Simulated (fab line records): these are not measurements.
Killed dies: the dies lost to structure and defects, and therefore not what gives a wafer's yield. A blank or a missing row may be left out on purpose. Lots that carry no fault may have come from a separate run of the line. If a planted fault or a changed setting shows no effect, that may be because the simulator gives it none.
Which tool did it? || flow berkeley-cmos170 || Sampling: 14 lots, 42 wafers, 3 of 331 route steps

WHAT THE GAUGES READ, wafer by wafer
UCB170_SILICIDE_RS_MEAS_02: measurement is done with a four-point probe. Usual: SILICIDE_TI_RS typically reads 26.0 ohm/sq, with standard deviation 0.41.
{"lot": "L763", "measured": "day 7 02:22", "on": "film-metro-01", "SILICIDE_TI_RS (ohm/sq)": "26.6 26.3 26.2", "flag": ""}
{"lot": "L762", "measured": "day 7 02:38", "on": "film-metro-04", "SILICIDE_TI_RS (ohm/sq)": "26.1 25.9 25.8", "flag": ""}
{"lot": "L764", "measured": "day 7 06:50", "on": "film-metro-01", "SILICIDE_TI_RS (ohm/sq)": "25.9 26.0 25.9", "flag": ""}
{"lot": "L766", "measured": "day 7 15:00", "on": "film-metro-02", "SILICIDE_TI_RS (ohm/sq)": "26.2 26.4 25.9", "flag": ""}
{"lot": "L767", "measured": "day 7 23:54", "on": "film-metro-01", "SILICIDE_TI_RS (ohm/sq)": "28.6 28.5 28.1 28.8 28.8 28.4", "flag": "OFF"}
{"lot": "L768", "measured": "day 8 00:24", "on": "film-metro-02", "SILICIDE_TI_RS (ohm/sq)": "26.0 25.9 26.2", "flag": ""}
{"lot": "L770", "measured": "day 8 18:10", "on": "film-metro-04", "SILICIDE_TI_RS (ohm/sq)": "27.6 27.9 27.2 27.9 28.1 27.5", "flag": "OFF"}
{"lot": "L772", "measured": "day 8 23:56", "on": "film-metro-01", "SILICIDE_TI_RS (ohm/sq)": "25.7 25.8 25.9", "flag": ""}
{"lot": "L777", "measured": "day 9 18:20", "on": "film-metro-02", "SILICIDE_TI_RS (ohm/sq)": "25.5 26.0 25.8", "flag": ""}
{"lot": "L778", "measured": "day 10 10:54", "on": "film-metro-01", "SILICIDE_TI_RS (ohm/sq)": "26.3 25.6 25.8", "flag": ""}
{"lot": "L780", "measured": "day 10 16:56", "on": "film-metro-02", "SILICIDE_TI_RS (ohm/sq)": "26.4 26.1 26.5", "flag": ""}
{"lot": "L779", "measured": "day 10 17:29", "on": "film-metro-01", "SILICIDE_TI_RS (ohm/sq)": "26.4 26.7 26.2", "flag": ""}
{"lot": "L782", "measured": "day 10 19:35", "on": "film-metro-02", "SILICIDE_TI_RS (ohm/sq)": "25.4 25.6 25.4", "flag": ""}
{"lot": "L784", "measured": "day 11 05:43", "on": "film-metro-02", "SILICIDE_TI_RS (ohm/sq)": "26.0 26.2 25.7", "flag": ""}

UCB170_SILICIDE_THK_MEAS_03: measures by xrf. Usual: SILICIDE_TI_THK typically reads 30.9 nm, with standard deviation 0.41.
{"lot": "L763", "measured": "day 7 02:29", "on": "film-metro-01", "SILICIDE_TI_THK (nm)": "30.3 30.6 30.6", "flag": ""}
{"lot": "L762", "measured": "day 7 02:45", "on": "film-metro-04", "SILICIDE_TI_THK (nm)": "31.3 31.3 31.4", "flag": ""}
{"lot": "L764", "measured": "day 7 06:57", "on": "film-metro-01", "SILICIDE_TI_THK (nm)": "30.9 31.0 31.0", "flag": ""}
{"lot": "L766", "measured": "day 7 15:07", "on": "film-metro-02", "SILICIDE_TI_THK (nm)": "30.9 30.5 31.2", "flag": ""}
{"lot": "L767", "measured": "day 8 10:33", "on": "film-metro-01", "SILICIDE_TI_THK (nm)": "28.5 28.5 29.0 28.5 28.6 29.0", "flag": "OFF"}
{"lot": "L768", "measured": "day 8 00:31", "on": "film-metro-02", "SILICIDE_TI_THK (nm)": "30.9 30.8 30.6", "flag": ""}
{"lot": "L770", "measured": "day 8 20:13", "on": "film-metro-04", "SILICIDE_TI_THK (nm)": "29.5 29.2 29.9 29.6 29.3 30.1", "flag": "OFF"}
{"lot": "L772", "measured": "day 9 00:03", "on": "film-metro-01", "SILICIDE_TI_THK (nm)": "31.2 31.4 31.1", "flag": ""}
{"lot": "L777", "measured": "day 9 18:27", "on": "film-metro-02", "SILICIDE_TI_THK (nm)": "31.3 31.0 31.0", "flag": ""}
{"lot": "L778", "measured": "day 10 11:01", "on": "film-metro-01", "SILICIDE_TI_THK (nm)": "30.5 31.3 31.0", "flag": ""}
{"lot": "L780", "measured": "day 10 17:03", "on": "film-metro-02", "SILICIDE_TI_THK (nm)": "30.4 30.8 30.3", "flag": ""}
{"lot": "L779", "measured": "day 10 17:35", "on": "film-metro-01", "SILICIDE_TI_THK (nm)": "30.5 30.1 30.6", "flag": ""}
{"lot": "L782", "measured": "day 10 19:41", "on": "film-metro-02", "SILICIDE_TI_THK (nm)": "31.5 31.4 31.4", "flag": ""}
{"lot": "L784", "measured": "day 11 05:50", "on": "film-metro-02", "SILICIDE_TI_THK (nm)": "30.8 30.6 31.1", "flag": ""}

WHICH TOOL RAN EACH LOT (tool, then ch and the chambers of the sampled wafers, then the start)
{"lot": "L763", "UCB170_SILICIDE_SPUTTER_01": "pvd-sputter-01, day 7 02:20"}
{"lot": "L762", "UCB170_SILICIDE_SPUTTER_01": "pvd-sputter-03, day 7 02:35"}
{"lot": "L764", "UCB170_SILICIDE_SPUTTER_01": "pvd-sputter-02, day 7 06:48"}
{"lot": "L766", "UCB170_SILICIDE_SPUTTER_01": "pvd-sputter-01, day 7 14:57"}
{"lot": "L767", "UCB170_SILICIDE_SPUTTER_01": "pvd-sputter-01, day 7 23:51"}
{"lot": "L768", "UCB170_SILICIDE_SPUTTER_01": "pvd-sputter-03, day 8 00:21"}
{"lot": "L770", "UCB170_SILICIDE_SPUTTER_01": "pvd-sputter-01, day 8 18:08"}
{"lot": "L772", "UCB170_SILICIDE_SPUTTER_01": "pvd-sputter-03, day 8 23:53"}
{"lot": "L777", "UCB170_SILICIDE_SPUTTER_01": "pvd-sputter-02, day 9 18:17"}
{"lot": "L778", "UCB170_SILICIDE_SPUTTER_01": "pvd-sputter-02, day 10 10:52"}
{"lot": "L780", "UCB170_SILICIDE_SPUTTER_01": "pvd-sputter-03, day 10 16:54"}
{"lot": "L779", "UCB170_SILICIDE_SPUTTER_01": "pvd-sputter-02, day 10 17:24"}
{"lot": "L782", "UCB170_SILICIDE_SPUTTER_01": "pvd-sputter-02, day 10 19:31"}
{"lot": "L784", "UCB170_SILICIDE_SPUTTER_01": "pvd-sputter-01, day 11 05:41"}
- UCB170_SILICIDE_SPUTTER_01: material Ti, target thk 30 nm, time 25 s.

WHAT THE TOOLS THEMSELVES READ (means of the sampled wafers that have a number; where no wafer has one, the mark that the record gives instead)
UCB170_SILICIDE_SPUTTER_01. Usual: throttle-valve-pct 30.3 %, standard deviation 0.75.
{"lot": "L763", "tool": "pvd-sputter-01", "throttle-valve-pct (%)": 30.0, "flag": ""}
{"lot": "L762", "tool": "pvd-sputter-03", "throttle-valve-pct (%)": 31.1, "flag": ""}
{"lot": "L764", "tool": "pvd-sputter-02", "throttle-valve-pct (%)": 30.0, "flag": ""}
{"lot": "L766", "tool": "pvd-sputter-01", "throttle-valve-pct (%)": 30.0, "flag": ""}
{"lot": "L767", "tool": "pvd-sputter-01", "throttle-valve-pct (%)": 30.0, "flag": ""}
{"lot": "L768", "tool": "pvd-sputter-03", "throttle-valve-pct (%)": 30.9, "flag": ""}
{"lot": "L770", "tool": "pvd-sputter-01", "throttle-valve-pct (%)": 30.5, "flag": ""}
{"lot": "L772", "tool": "pvd-sputter-03", "throttle-valve-pct (%)": 30.7, "flag": ""}
{"lot": "L777", "tool": "pvd-sputter-02", "throttle-valve-pct (%)": 30.3, "flag": ""}
{"lot": "L778", "tool": "pvd-sputter-02", "throttle-valve-pct (%)": 30.1, "flag": ""}
{"lot": "L780", "tool": "pvd-sputter-03", "throttle-valve-pct (%)": 30.5, "flag": ""}
{"lot": "L779", "tool": "pvd-sputter-02", "throttle-valve-pct (%)": 30.3, "flag": ""}
{"lot": "L782", "tool": "pvd-sputter-02", "throttle-valve-pct (%)": 30.1, "flag": ""}
{"lot": "L784", "tool": "pvd-sputter-01", "throttle-valve-pct (%)": 30.3, "flag": ""}

THE ANSWER, worked out from the rows above alone
Rule: take the mean of a lot's wafers that have a number; if it is more than 3 standard deviations from the usual mean, the lot is off. A lot without any number at a reading at which 4 lots or more have one is off too. The other lots that the step has rows for count as sound. After the gauges, taken in route order, come the tools' own readings; for these a lot's mean is taken, as printed above. The first step at which some lot is off is used, and at that step the reading that is off furthest; a lot without a number counts as furthest.
Off: at UCB170_SILICIDE_RS_MEAS_02 (SILICIDE_TI_RS), L767, L770.
A tool fits if, at a process step before that reading, it ran every lot that is off, and no sound lot after the first of them. Gauges at UCB170_SILICIDE_RS_MEAS_02: tried the same way as those tools. Of those tried, none fits.

WHAT THE SIMULATOR HAD INSERTED
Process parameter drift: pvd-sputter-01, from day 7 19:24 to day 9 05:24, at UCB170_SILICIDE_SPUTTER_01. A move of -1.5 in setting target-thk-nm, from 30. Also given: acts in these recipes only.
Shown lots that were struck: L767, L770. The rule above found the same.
